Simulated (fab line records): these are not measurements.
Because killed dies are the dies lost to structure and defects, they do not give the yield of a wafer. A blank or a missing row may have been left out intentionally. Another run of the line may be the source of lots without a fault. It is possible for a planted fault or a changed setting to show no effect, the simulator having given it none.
fab line records    flow rit-cmos
[record] lots = 5  wafers = 15  last-day = 7
route steps=202 shown M1@184
lots that met no fault: from a run of the same line without faults
start-h: hours from the record's opening day to when the first of the lot's shown wafers began    wait-h: hours elapsed since this lot's preceding step    " repeats the value in the row above    L1.1+2: several wafers, shown together as one row    - no value, or no start was given    * or withheld: withheld    < > ~ a bound
route shown NAME@n: NAME is a module with steps in the file, n the number in the route of the first one    usual: average and standard deviation across the fault-free wafers    same: alike in all rows    chamber/n: place in a boat    sites: the reading at each site    _std_site: how widely they spread, as a standard deviation    _edge_site: the outer-site mean with the inner-site mean subtracted    radius-mm: for every site, how far away it sits from the centre of the wafer    mask NAME#n: copy n    behind: the last tool/chamber to shape the wafer    hold: what put the lot on hold/how long, in hours/how the hold closed    device: which transistor (n, p or np) failed to switch    end of line: at the end of the route, the tests of the same wafers    a step without rows: its recipe alone    killed: at the first sort, the dies lost to defects and structure; wafer yield is something else    map: shows each die of a wafer: x if killed, . if not, _ if none is there
set.NAME: the setting the step ran with; set.NAME@STEP: the setting that earlier step ran with    model.NAME: the simulator's own value behind a step, which no gauge read
lots at selected steps of the route; one table per step, one row per wafer
services: when a tool's chamber went out of use (start-h, in hours from the record's first day, below 0 if earlier), for how many hours, and the reason
[[steps]]
[step RIT_M1_SPUTTER_00]
[recipe] material = Al  target-thk-nm = 400  power-w = 2000  chamber-pressure-pa = 0.4  gas = Ar  time-s = 500  substrate-temp-c = 25
[usual] throttle-valve-pct = 29.9/0.88
lot.wafer  tool            chamber  start-h  wait-h  throttle-valve-pct
L157.1     pvd-sputter-02  -        101.08   0.0     29.5
L157.2     "               -        "        "       29.5
L157.5     "               -        "        "       30.2
L158.1     pvd-sputter-03  -        108.48   0.0     28.8
L158.2     "               -        "        "       30.7
L158.6     "               -        "        "       28.6
L164.2     pvd-sputter-04  -        135.84   0.0     31.2
L164.4     "               -        "        "       29.4
L164.6     "               -        "        "       28.8
L167.2     pvd-sputter-04  -        148.87   0.0     31.1
L167.3     "               -        "        "       30.6
L167.4     "               -        "        "       29.7
L171.4     pvd-sputter-02  -        168.72   0.0     29.9
L171.5     "               -        "        "       29.4
L171.6     "               -        "        "       29.1
[step RIT_M1_RS_MEAS_01]
[recipe] thk-meas-gauge = four-point-probe  reads = Al_of_M1_SPUTTER_00
[usual] M1_AL_RS = 0.0736/0.00088
lot.wafer  tool           chamber  start-h  wait-h  M1_AL_RS[ohm/sq]
L157.1     film-metro-02  -        101.38   0.1     0.0751
L157.2     "              -        "        "       0.0732
L157.5     "              -        "        "       0.0732
L158.1     film-metro-03  -        108.77   0.1     0.0736
L158.2     "              -        "        "       0.0722
L158.6     "              -        "        "       0.0728
L164.2     film-metro-03  -        136.15   0.2     0.0737
L164.4     "              -        "        "       0.0743
L164.6     "              -        "        "       0.0740
L167.2     film-metro-04  -        149.19   0.2     0.0734
L167.3     "              -        "        "       0.0734
L167.4     "              -        "        "       0.0731
L171.4     film-metro-04  -        169.07   0.2     0.0756
L171.5     "              -        "        "       0.0746
L171.6     "              -        "        "       0.0751
[step RIT_M1_THK_MEAS_02]
[recipe] thk-meas-gauge = xrf  reads = Al_of_M1_SPUTTER_00
[usual] M1_AL_THK = 401/4.9
lot.wafer  tool           chamber  start-h  wait-h  M1_AL_THK[nm]
L157.1     film-metro-02  -        101.50   0.1     390
L157.2     "              -        "        "       402
L157.5     "              -        "        "       401
L158.1     film-metro-03  -        108.89   0.1     399
L158.2     "              -        "        "       406
L158.6     "              -        "        "       402
L164.2     film-metro-03  -        136.26   0.1     399
L164.4     "              -        "        "       397
L164.6     "              -        "        "       398
L167.2     film-metro-04  -        149.30   0.1     403
L167.3     "              -        "        "       403
L167.4     "              -        "        "       405
L171.4     film-metro-04  -        169.16   0.1     392
L171.5     "              -        "        "       401
L171.6     "              -        "        "       395
[step RIT_M1_HMDS_03]
[recipe] prime-time-s = 60  prime-temp-c = 140
[step RIT_M1_COAT_04]
[recipe] resist = NOVOLAK  spin-rpm = 2000  resist-thk-nm = 1300
[step RIT_M1_SOFTBAKE_05]
[recipe] resist = NOVOLAK  temp-c = 90  time-s = 60
[step RIT_M1_EXPOSE_06]
[recipe] mask-id = M12  na = 0.6  source-shape = conventional  sigma-outer = 0.5  target-cd-nm = 2600  dose-mj = 250
[step RIT_M1_PEB_07]
[recipe] resist = NOVOLAK  temp-c = withheld  time-s = withheld
[step RIT_M1_DEVELOP_08]
[recipe] resist = NOVOLAK  develop-time-s = 68  dev-temp-c = 23
[step RIT_M1_CD_MEAS_09]
[recipe] target-cd-nm = 2600
[usual] cd-nm = 2599.9/2.3
lot.wafer  tool       chamber  start-h  wait-h  cd-nm
L157.1     cd-sem-01  -        102.44   -       2601.3
L157.2     "          -        "        "       2598.7
L157.5     "          -        "        "       2598.8
L158.1     cd-sem-01  -        110.06   -       2597.1
L158.2     "          -        "        "       2597.5
L158.6     "          -        "        "       2598.8
L164.2     cd-sem-01  -        137.34   -       2595.8
L164.4     "          -        "        "       2599.6
L164.6     "          -        "        "       2598.2
L167.2     cd-sem-01  -        150.25   -       2600.6
L167.3     "          -        "        "       2599.1
L167.4     "          -        "        "       2598.9
L171.4     cd-sem-01  -        170.26   -       2597.6
L171.5     "          -        "        "       2599.7
L171.6     "          -        "        "       2597.1
[step RIT_M1_OVL_MEAS_10]
[usual] M1_OVL = 1.3/1.3
lot.wafer  tool        chamber  start-h  wait-h  M1_OVL[nm]
L157.1     overlay-01  -        102.56   0.1     1.7
L157.2     "           -        "        "       1.2
L157.5     "           -        "        "       2.8
L158.1     overlay-01  -        110.18   0.1     0.3
L158.2     "           -        "        "       -0.1
L158.6     "           -        "        "       1.4
L164.2     overlay-01  -        137.44   0.1     1.5
L164.4     "           -        "        "       3.1
L164.6     "           -        "        "       1.8
L167.2     overlay-01  -        150.35   0.1     1.1
L167.3     "           -        "        "       0.9
L167.4     "           -        "        "       1.6
L171.4     overlay-02  -        170.33   0.1     1.7
L171.5     "           -        "        "       1.3
L171.6     "           -        "        "       -0.7
[step RIT_M1_HARDBAKE_11]
[recipe] resist = NOVOLAK  temp-c = 140  time-s = 120
[step RIT_M1_METAL_ETCH_12]
[recipe] stop-on = SiO2  chemistry = Cl2/BCl3  target = Al  time-s = 165  over-etch-frac = 0.5  pressure-mtorr = 100  target-depth-a = 6000  rf-w = 250  Cl2_flow_sccm = 60  bcl3-flow-sccm = 50
[usual] drypump-motor-current-A = 5.9/0.51  oes-product-au = 0.772/0.0097  throttle-valve-pct = 8.33/0.067
lot.wafer  tool          chamber  start-h  wait-h  drypump-motor-current-A  oes-product-au  rf-hours-counter-h  throttle-valve-pct
L157.1     rie-metal-02  1        102.85   0.2     6.0                      0.770           4                   8.33
L157.2     "             0        "        "       6.6                      0.772           4                   8.35
L157.5     "             1        "        "       6.0                      0.785           -                   8.31
L158.1     rie-metal-01  0        110.62   0.2     5.5                      0.775           1                   8.43
L158.2     "             1        "        "       5.3                      0.766           1                   8.34
L158.6     "             1        "        "       5.3                      0.762           -                   8.31
L164.2     rie-metal-01  1        137.72   0.2     5.3                      0.764           1                   8.32
L164.4     "             1        "        "       5.4                      0.760           -                   8.31
L164.6     "             1        "        "       5.3                      0.760           -                   8.33
L167.2     rie-metal-02  1        150.63   0.2     6.1                      0.773           5                   8.32
L167.3     "             0        "        "       6.6                      0.760           -                   8.35
L167.4     "             1        "        "       6.1                      0.786           -                   8.33
L171.4     rie-metal-01  0        170.66   0.1     5.5                      0.774           -                   8.43
L171.5     "             1        "        "       5.4                      0.757           -                   8.33
L171.6     "             0        "        "       5.5                      0.768           -                   8.43
[step RIT_M1_STRIP_13]
[recipe] chemistry = nmp  resist = NOVOLAK  temp-c = 80  time-s = 600  dry = n2-spin
[step RIT_M1_STRIP_14]
[recipe] chemistry = O2  time-s = 180  platen-temp-c = withheld  power-w = 500  pressure-mtorr = 4000  o2-flow-sccm = 4000
[usual] drypump-motor-current-A = 5.8/0.43
lot.wafer  tool             chamber  start-h  wait-h  drypump-motor-current-A  rf-hours-counter-h
L157.1     plasma-asher-03  1        103.18   0.0     5.8                      29
L157.2     "                0        "        "       6.0                      29
L157.5     "                1        "        "       5.7                      -
L158.1     plasma-asher-03  1        110.96   0.0     5.7                      30
L158.2     "                0        "        "       6.0                      30
L158.6     "                1        "        "       5.7                      -
L164.2     plasma-asher-02  1        138.06   0.0     5.7                      52
L164.4     "                0        "        "       6.5                      -
L164.6     "                0        "        "       6.5                      -
L167.2     plasma-asher-02  1        150.97   0.0     5.7                      53
L167.3     "                0        "        "       6.5                      -
L167.4     "                1        "        "       5.7                      -
L171.4     plasma-asher-02  0        171.01   0.1     6.5                      -
L171.5     "                0        "        "       6.5                      -
L171.6     "                1        "        "       5.7                      -
[step RIT_M1_CD_MEAS_90]
[recipe] target-cd-nm = 2600
[usual] cd-nm = 2600.2/2.9
lot.wafer  tool       chamber  start-h  wait-h  cd-nm
L157.1     cd-sem-02  -        103.36   0.1     2600.3
L157.2     "          -        "        "       2597.1
L157.5     "          -        "        "       2598.3
L158.1     cd-sem-01  -        111.13   0.1     2598.9
L158.2     "          -        "        "       2595.4
L158.6     "          -        "        "       2596.9
L164.2     cd-sem-02  -        138.26   0.1     2594.6
L164.4     "          -        "        "       2599.1
L164.6     "          -        "        "       2597.9
L167.2     cd-sem-02  -        151.17   0.1     2602.9
L167.3     "          -        "        "       2599.8
L167.4     "          -        "        "       2599.1
L171.4     cd-sem-01  -        171.19   0.1     2601.0
L171.5     "          -        "        "       2598.2
L171.6     "          -        "        "       2600.1
[step RIT_M1_ANNEAL_15]
[recipe] temp-c = 450  time-s = 1800  ambient = forming_gas_H2N2
[step RIT_M1_BOW_MEAS_16]
[recipe] mode = bow
[usual] M1_BOW = 16/6.9
lot.wafer  tool           chamber  start-h  wait-h  M1_BOW[um]
L157.1     film-metro-03  -        104.98   0.0     19
L157.2     "              -        "        "       8
L157.5     "              -        "        "       14
L158.1     film-metro-04  -        112.75   0.0     14
L158.2     "              -        "        "       33
L158.6     "              -        "        "       5
L164.2     film-metro-03  -        139.95   0.0     15
L164.4     "              -        "        "       9
L164.6     "              -        "        "       26
L167.2     film-metro-04  -        153.35   0.0     7
L167.3     "              -        "        "       26
L167.4     "              -        "        "       17
L171.4     film-metro-02  -        173.27   0.1     11
L171.5     "              -        "        "       13
L171.6     "              -        "        "       11
[step RIT_M1_PROBE_99]
[usual] defect-limited-yield = 97.4/1.1  killed_at_M0_to_M3 = 0/0  killed-at-contacts = 0.1/0.24  killed-at-front-end = 6.8/2.8  killed-dies = 6.9/2.8  killed-open = 3.3/1.9  killed-short = 3.5/1.8  sort_bin_3_pad_short = 0.1/0.22  sort_bin_5_function = 1.4/0.76  sort_bin_6_memory = 1.0/0.67  sort-n-pass = 257.1/2.8  sort-yield-pct = 97.4/1.1
[same] gross-dies = 264  killed_at_M4_up = 0  killed-at-back-side = 0  killed-at-other = 0
lot.wafer  tool       chamber  start-h  wait-h  defect-limited-yield[%]  killed_at_M0_to_M3  killed-at-contacts  killed-at-front-end  killed-dies  killed-open  killed-short  sort_bin_3_pad_short[%]  sort_bin_5_function[%]  sort_bin_6_memory[%]  sort-n-pass  sort-yield-pct[%]  model.etest.tester.sort-n-pass  model.etest.tester.sort-yield-pct  model.etest.tester.sort_bin_5_pct
L157.1     prober-02  -        105.10   0.1     96.6                     0                   0                   9                    9            3            6             0                        2.3                     1.1                   255.0        96.6               255                             96.59                              2.273
L157.2     prober-02  -        105.15   0.1     96.6                     0                   0                   9                    9            2            7             0.4                      2.7                     0.4                   255.0        96.6               255                             96.59                              2.652
L157.5     prober-02  -        105.30   0.2     97.7                     0                   0                   6                    6            4            2             0                        1.1                     1.1                   258.0        97.7               258                             97.73                              1.136
L158.1     prober-01  -        112.87   0.1     95.1                     0                   0                   13                   13           7            6             0.4                      3.4                     1.1                   251.0        95.1               251                             95.08                              3.409
L158.2     prober-01  -        112.92   0.1     97.0                     0                   0                   8                    8            4            4             0                        2.3                     0.8                   256.0        97.0               256                             96.97                              2.273
L158.6     prober-01  -        113.12   0.2     98.1                     0                   0                   5                    5            3            2             0.4                      0.8                     0.8                   259.0        98.1               259                             98.11                              0.7576
L164.2     prober-02  -        140.10   0.1     97.3                     0                   0                   7                    7            5            2             0                        1.5                     1.1                   257.0        97.3               257                             97.35                              1.515
L164.4     prober-02  -        140.20   0.2     96.6                     0                   0                   9                    9            4            5             0.4                      3.0                     0                     255.0        96.6               255                             96.59                              3.03
L164.6     prober-02  -        140.30   0.2     97.3                     0                   1                   6                    7            1            6             0.4                      1.1                     1.1                   257.0        97.3               257                             97.35                              1.136
L167.2     prober-01  -        153.50   0.1     98.1                     0                   0                   5                    5            3            2             0                        1.5                     0.4                   259.0        98.1               259                             98.11                              1.515
L167.3     prober-01  -        153.55   0.2     96.2                     5                   0                   5                    10           4            1             0                        2.7                     1.1                   254.0        96.2               254                             96.21                              2.652
L167.4     prober-01  -        153.60   0.2     98.5                     0                   0                   4                    4            1            3             0                        0.4                     1.1                   260.0        98.5               260                             98.48                              0.3788
L171.4     prober-01  -        173.48   0.2     97.7                     0                   0                   6                    6            1            5             0                        1.1                     1.1                   258.0        97.7               258                             97.73                              1.136
L171.5     prober-01  -        173.53   0.2     97.3                     0                   0                   7                    7            2            5             0                        1.5                     1.1                   257.0        97.3               257                             97.35                              1.515
L171.6     prober-01  -        173.58   0.2     97.3                     0                   0                   7                    7            4            3             0.4                      1.1                     1.1                   257.0        97.3               257                             97.35                              1.136
// killed by level:class
L157.1 GATE:geometric-particle:open=3 SPACER:geometric-particle:short=3 GATE:geometric-particle:short=2 REOX:geometric-particle:short=1
L157.2 GATE:geometric-particle:short=3 SPACER:geometric-particle:short=2 SPACER:geometric-particle:open=2 FOX2:geometric-particle:short=1 REOX:geometric-particle:short=1
L157.5 GATE:geometric-particle:open=2 SPACER:geometric-particle:open=2 FOX1:geometric-particle:short=1 GATE:geometric-particle:short=1
L158.1 GATE:geometric-particle:short=3 REOX:geometric-particle:open=3 GATE:geometric-particle:open=2 REOX:geometric-particle:short=2 FOX1:geometric-particle:open=1 FOX2:geometric-particle:short=1 SPACER:geometric-particle:open=1
L158.2 GATE:geometric-particle:short=3 GATE:geometric-particle:open=2 SILICIDE:geometric-particle:open=2 REOX:geometric-particle:short=1
L158.6 FOX1:geometric-particle:short=1 FOX2:geometric-particle:open=1 SPACER:geometric-particle:short=1 GATE:geometric-particle:open=1 SPACER:geometric-particle:open=1
L164.2 GATE:geometric-particle:open=3 GATE:geometric-particle:short=2 FOX1:geometric-particle:open=1 SPACER:geometric-particle:open=1
L164.4 GATE:geometric-particle:short=4 FOX1:geometric-particle:open=2 GATE:geometric-particle:open=2 SPACER:geometric-particle:short=1
L164.6 SPACER:geometric-particle:short=2 FOX1:geometric-particle:short=1 GATE:geometric-particle:short=1 GATE:geometric-particle:open=1 SILICIDE:geometric-particle:short=1 CONTACT:geometric-particle:short=1
L167.2 FOX1:geometric-particle:short=2 FOX2:geometric-particle:open=1 REOX:geometric-particle:open=1 SPACER:geometric-particle:open=1
L167.3 M1:unspecified=5 FOX1:geometric-particle:open=1 GATE:geometric-particle:short=1 GATE:geometric-particle:open=1 SPACER:geometric-particle:open=1 SILICIDE:geometric-particle:open=1
L167.4 GATE:geometric-particle:short=2 FOX1:geometric-particle:short=1 GATE:geometric-particle:open=1
L171.4 SPACER:geometric-particle:short=2 FOX1:geometric-particle:short=1 GATE:geometric-particle:short=1 REOX:geometric-particle:short=1 SPACER:geometric-particle:open=1
L171.5 REOX:geometric-particle:short=2 FOX2:geometric-particle:short=1 GATE:geometric-particle:open=1 GATE:geometric-particle:short=1 SPACER:geometric-particle:short=1 SILICIDE:geometric-particle:open=1
L171.6 FOX2:geometric-particle:open=2 FOX1:geometric-particle:short=1 FOX2:geometric-particle:short=1 SPACER:geometric-particle:short=1 SPACER:geometric-particle:open=1 SILICIDE:geometric-particle:open=1
// map L167.3 (x killed, . not)
________......._______
_____.....x.......____
____............x..___
___.........x.......__
__...........xx......_
__...........x......._
_.......x.............
_.....................
_.....................
_.....................
__.............x....._
__..............x...._
___.........x.......__
____...............___
_____.............____
________......._______
// map L157.1 (x killed, . not)
________......._______
_____.............____
____......x........___
___.................__
__.............x...x._
__..........x........_
_.................x...
_........x...........x
_.....................
_.....................
__...............x..._
__..................._
___.................__
____...............___
_____.....x.......____
________......._______
[[services]]
tool             chamber  start-h  hours  kind
pvd-sputter-03   -        105.45   2.0    repair
pvd-sputter-04   -        107.19   1.9    repair
pvd-sputter-02   -        114.65   40.5   repair
rie-metal-02     0        125.14   17.8   repair
plasma-asher-03  -        142.42   14.6   pm
pvd-sputter-03   -        149.97   1.1    repair
[[key]]
[first-sign] step = RIT_M1_PROBE_99  reading = killed_at_M0_to_M3  direction = up  sigmas = 5  usual = 0  struck = 5
effect none on later readings
[model-effect] step = RIT_M1_PROBE_99  value = etest.tester.sort-n-pass  without = 259  struck = 254
met-at RIT_M1_METAL_ETCH_12
struck-wafers L167.3
onset-between 102.85 150.63
[fault] kind = chamber-particle-source  tool = rie-metal-02  chamber = 0  onset-h = 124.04  steps = RIT_M1_METAL_ETCH_12  rate-per-visit-cm2 = 0.013288  end-h = 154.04
